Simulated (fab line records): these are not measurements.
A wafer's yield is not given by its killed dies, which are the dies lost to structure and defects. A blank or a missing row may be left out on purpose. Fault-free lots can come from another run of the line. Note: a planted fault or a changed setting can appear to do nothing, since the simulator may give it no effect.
Problem report, 8D (eight disciplines) form, completed by code -- flow berkeley cmos170 -- the parts of the form that need people (team, actions taken, sign-off) are left out

== 1. WHAT WENT WRONG ==
Across 6 wafers from 2 lots, NLDD_TW at UCB170_NLDD_TW_MEAS_11 averages 2332, while fault-free wafers read 2216 with a standard deviation of 18. That is +6.4 standard deviations from the usual mean.
Seen first at day 8 17:35 on film metro-04, wafer L617.2. Wafers with a number at this step in the record: 42, from 14 lots. The rule behind "out" and "out of limits": a value lying over 4 standard deviations away from the usual mean. The other wafers with a number count as sound.

== 2. WHAT IT IS, WHAT IT ISN'T ==
question,is,is not
which readings at this step,NLDD_TW,-
which lots,"L617, L624","L609, L610, L612, L613, L614, L615, L616, L619, L627, L628, L630, L632"
which wafers of those lots,all that have a number,-
read on which gauges,"film metro-02, film metro-04",film metro-01
when,from day 8 17:35,"up to then (24 sound wafers); but 12 sound wafers of L627, L628, L630, L632 came after"

== 3. WHAT RULES OUT EACH SUSPECT ==
Counting: a tool at any process step up to the reading remains a suspect when it ran all the lots that are out and ran no sound lot after the first of those.
- the gauge at UCB170_NLDD_TW_MEAS_11: ruled out. The wafers that are out were read on 2 gauges (film metro-02, film metro-04).
- implanter-04 at UCB170_NLDD_IMPLANT_08: kept. It ran every lot that is out, first L617 (day 8 17:11), and no sound lot after that; its last sound lot up to then is L619 (day 8 15:23). Out on those wafers are its own readings of dose ions cm2, faraday current uA.
The count leaves implanter-04 at UCB170_NLDD_IMPLANT_08.

== 4. THE CAUSE (what the simulator had put in) ==
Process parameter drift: implanter-04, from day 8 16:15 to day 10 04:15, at UCB170_NLDD_IMPLANT_08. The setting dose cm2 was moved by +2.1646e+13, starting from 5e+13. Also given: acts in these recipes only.
The count eliminated every tool but this one.

== 5. SEQUENCE OF EFFECTS, ordered by route ==
Rows list readings where the struck wafers' mean (over those with a number) sits beyond 3 standard deviations from the usual. Scope: only readings with a usual standard deviation given in the record; hours: median across lots of the time from each lot's start at the first step in this table that gives one to its start at this step; sigmas: change in usual standard deviations.
hours,step,reading,usual,on struck wafers,change,sigmas
0,UCB170_NLDD_IMPLANT_08,dose ions cm2,4.999e+13,7.166e+13,+2.166e+13,+99 or more
0,UCB170_NLDD_IMPLANT_08,faraday current uA,158,225,+67,+20
0,UCB170_NLDD_TW_MEAS_11,NLDD_TW,2216,2332,+116,+6.4
12,UCB170_SDANNEAL_RS_MEAS_05,NLDD_RS,616.7 ohm/sq,538.1,-78.6,-46
Here are the process steps it includes:
- UCB170_NLDD_IMPLANT_08

== 6. HOW IT WOULD HAVE BEEN CAUGHT EARLIER ==
In this record the first reading out of limits at a measuring or inspecting step was taken at day 8 17:35, 1 hour after the fault began at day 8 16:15.
At UCB170_NLDD_IMPLANT_08, the tool's own readings (dose ions cm2, faraday current uA) were out on each struck wafer the step has a row for, so an alarm limit on them would have fired on the first such wafer.
Lots out: 2; of these, L624 started UCB170_NLDD_IMPLANT_08 on implanter-04 after day 8 17:35. Holding the tool at that time would have saved it.
